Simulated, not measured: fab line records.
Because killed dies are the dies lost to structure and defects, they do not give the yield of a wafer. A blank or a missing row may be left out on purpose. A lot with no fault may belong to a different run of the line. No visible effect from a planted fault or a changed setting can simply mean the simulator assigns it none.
Matching of chambers | flow rit_cmos | 4 sister chambers for RIT_GATE_ETCH_19 on rie_si-02
The step etches poly-Si in SF6/CHF3/O2, stops on SiO2, time 172.7 s, target depth 312.5 nm. 14 wafers are shown with their chamber, then 7 later ones without.

## EACH WAFER AND ITS CHAMBER
wafer  | chamber | throttle_valve_pct (%) | drypump_motor_current_A (A) | oes_product_au (a.u.)
L685.2 | 2       | 10.22                  | 6.0                         | 0.829
L685.5 | 3       | 10.20                  | 6.4                         | 0.864
L685.6 | 2       | 10.23                  | 6.0                         | 0.828
L687.2 | 0       | 10.56                  | 6.4                         | 0.845
L687.4 | 3       | 10.19                  | 6.3                         | 0.872
L687.5 | 2       | 10.23                  | 6.0                         | 0.836
L689.1 | 2       | 10.21                  | 6.0                         | 0.834
L689.4 | 1       | 10.05                  | 5.2                         | 0.844
L689.6 | 2       | 10.23                  | 6.0                         | 0.838
L693.1 | 1       | 10.04                  | 5.2                         | 0.850
L693.3 | 2       | 10.23                  | 6.0                         | 0.834
L693.6 | 0       | 10.56                  | 6.4                         | 0.836
L695.3 | 3       | 10.20                  | 6.4                         | 0.862
L695.4 | 1       | 10.05                  | 5.2                         | 0.838

SIGNATURES, as means of the wafers listed above
reading                 | chamber 0 | chamber 1 | chamber 2 | chamber 3 | scatter within a chamber
throttle_valve_pct      | 10.5600   | 10.0467   | 10.2250   | 10.1967   | 0.00695
drypump_motor_current_A | 6.400     | 5.200     | 6.000     | 6.367     | 0.0258
oes_product_au          | 0.84050   | 0.84400   | 0.83317   | 0.86600   | 0.00495
Rule: for a wafer and a chamber, the distance is found by dividing, reading by reading, the gap between the wafer's reading and the chamber's mean by the reading's scatter, squaring, summing and taking the root. The wafer belongs to the nearest chamber; if the next one is less than 2 further off, it can't be placed. The scatter: take each reading less its chamber's mean, square it, sum over the shown wafers, divide by the number of wafers less the number of chambers, and take the root.

## WAFERS WITH NO CHAMBER GIVEN
wafer  | throttle_valve_pct (%) | drypump_motor_current_A (A) | oes_product_au (a.u.)
L695.5 | 10.56                  | 6.4                         | 0.840
L701.1 | 10.06                  | 5.2                         | 0.846
L701.3 | 10.23                  | 6.0                         | 0.830
L701.6 | 10.06                  | 5.2                         | 0.851
L707.2 | 10.56                  | 6.4                         | 0.840
L707.4 | 10.06                  | 5.2                         | 0.857
L707.6 | 10.56                  | 6.4                         | 0.846

## EACH ONE'S CHAMBER
wafer  | from the rows above | in truth
L695.5 | 0                   | 0
L701.1 | 1                   | 1
L701.3 | 2                   | 2
L701.6 | 1                   | 1
L707.2 | 0                   | 0
L707.4 | 1                   | 1
L707.6 | 0                   | 0
7 of 7 placed correctly. From these rows, 0 cannot be placed. 0 placed wrongly.
